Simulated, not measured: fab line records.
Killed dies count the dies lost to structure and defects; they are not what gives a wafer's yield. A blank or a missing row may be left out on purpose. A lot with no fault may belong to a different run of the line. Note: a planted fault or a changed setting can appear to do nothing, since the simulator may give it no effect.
Split-lot trial	flow rit cmos	on a route of 202 steps: 5 lots, 23 wafers read

THE SPLIT
At RIT_NWELL_IMPLANT_08, the setting dose cm2 was moved away from the recipe's 5e+13 on 9 of the 23 wafers read, by -4.8% to +4.4%. The other wafers ran this setting at the recipe's value.

FROM THE SPLIT TO THE READING: what the file shows between them, 3 steps
- RIT_PWELL_IMPLANT_08 (also split here: dose cm2)
- RIT_PWELL_STRIP_09: strips in O2, time 180 s
- RIT_WELLDRIVE_ANNEAL_00: time 14700 s

THE READING
At RIT_WELLDRIVE_RS_MEAS_01, a four-point-probe measurement gives NWELL_RS in ohm/sq. A value of 275.8 ohm/sq with a standard deviation of 0.74 ohm/sq is what fault-free wafers of this fab line usually give.

wafer	tool, chamber at the split	dose cm2 as run	against the recipe	NWELL_RS, ohm/sq	against lot-mates on the recipe
L076.2	implanter-02, 0	5.106e+13	+2.1%	273.0	-3.4
L076.3	implanter-02, 0	5e+13	recipe	276.4	-
L076.4	implanter-02, 0	5.106e+13	+2.1%	272.6	-3.8
L076.5	implanter-02, 0	5.106e+13	+2.1%	273.3	-3.1
L076.6	implanter-02, 0	5e+13	recipe	276.5	-
L082.1	implanter-02, 0	5e+13	recipe	275.6	-
L082.2	implanter-02, 0	5e+13	recipe	274.6	-
L082.3	implanter-02, 0	5e+13	recipe	275.1	-
L082.4	implanter-02, 0	5e+13	recipe	275.6	-
L082.6	implanter-02, 0	5e+13	recipe	275.8	-
L083.1	implanter-02, 0	5e+13	recipe	275.9	-
L083.2	implanter-02, 0	4.762e+13	-4.8%	283.6	+7.8
L083.3	implanter-02, 0	5e+13	recipe	275.8	-
L083.4	implanter-02, 0	4.762e+13	-4.8%	283.4	+7.5
L083.5	implanter-02, 0	4.762e+13	-4.8%	283.8	+7.9
L084.1	implanter-03, 0	5e+13	recipe	275.0	-
L084.2	implanter-03, 0	5e+13	recipe	275.5	-
L084.3	implanter-03, 0	5e+13	recipe	275.3	-
L085.2	implanter-02, 0	5.22e+13	+4.4%	268.4	-6.4
L085.3	implanter-02, 0	5.22e+13	+4.4%	267.3	-7.4
L085.4	implanter-02, 0	5.22e+13	+4.4%	268.2	-6.6
L085.5	implanter-02, 0	5e+13	recipe	275.1	-
L085.6	implanter-02, 0	5e+13	recipe	274.4	-

FIT RESULTS
A straight line over all 23 wafers: NWELL_RS changes by -1.66 ohm/sq for each +1% of dose cm2; r = -0.99; the points scatter about the line by 0.65 ohm/sq.
The same after taking each lot's own level away (the mean of its wafers on the recipe; 23 wafers): -1.6 ohm/sq for each +1%; r = -1.00; scatter 0.35 ohm/sq.
Per that fit: largest dose cm2 move, reading shift of 7.6 ohm/sq.
The span of the lots' own levels, 274.75 to 276.45 ohm/sq, comes to 2.3 times the standard deviation stated above.
So the lot-to-lot level changes the slope little: the two slopes agree.
Check: +7.6 ohm/sq against its lot-mates is what the line predicts for one of the wafers moved furthest among these (-4.8%) when that wafer is left out of the fit. Against them it came out at +7.75 ohm/sq.

THE OTHER SPLITS THESE WAFERS WENT THROUGH
Before the reading, these wafers also passed through other splits. Each is held against what the fit with the lots' levels taken away leaves over:
other split on the same wafers	wafers away from the commonest value	r with NWELL_RS (lot level and that fit taken away)
RIT_ACTIVE_CVD_03 nh3 flow sccm	18	+0.02
RIT_FOX1_OXIDATION_00 ox time s	18	+0.04
RIT_NWELL_COAT_01 spin rpm	5	+0.12
RIT_PWELL_IMPLANT_08 dose cm2	7	-0.18

THE FILE'S OWN FIT
NWELL_RS changes by -1.6 ohm/sq for each +1% of dose cm2, r = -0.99.
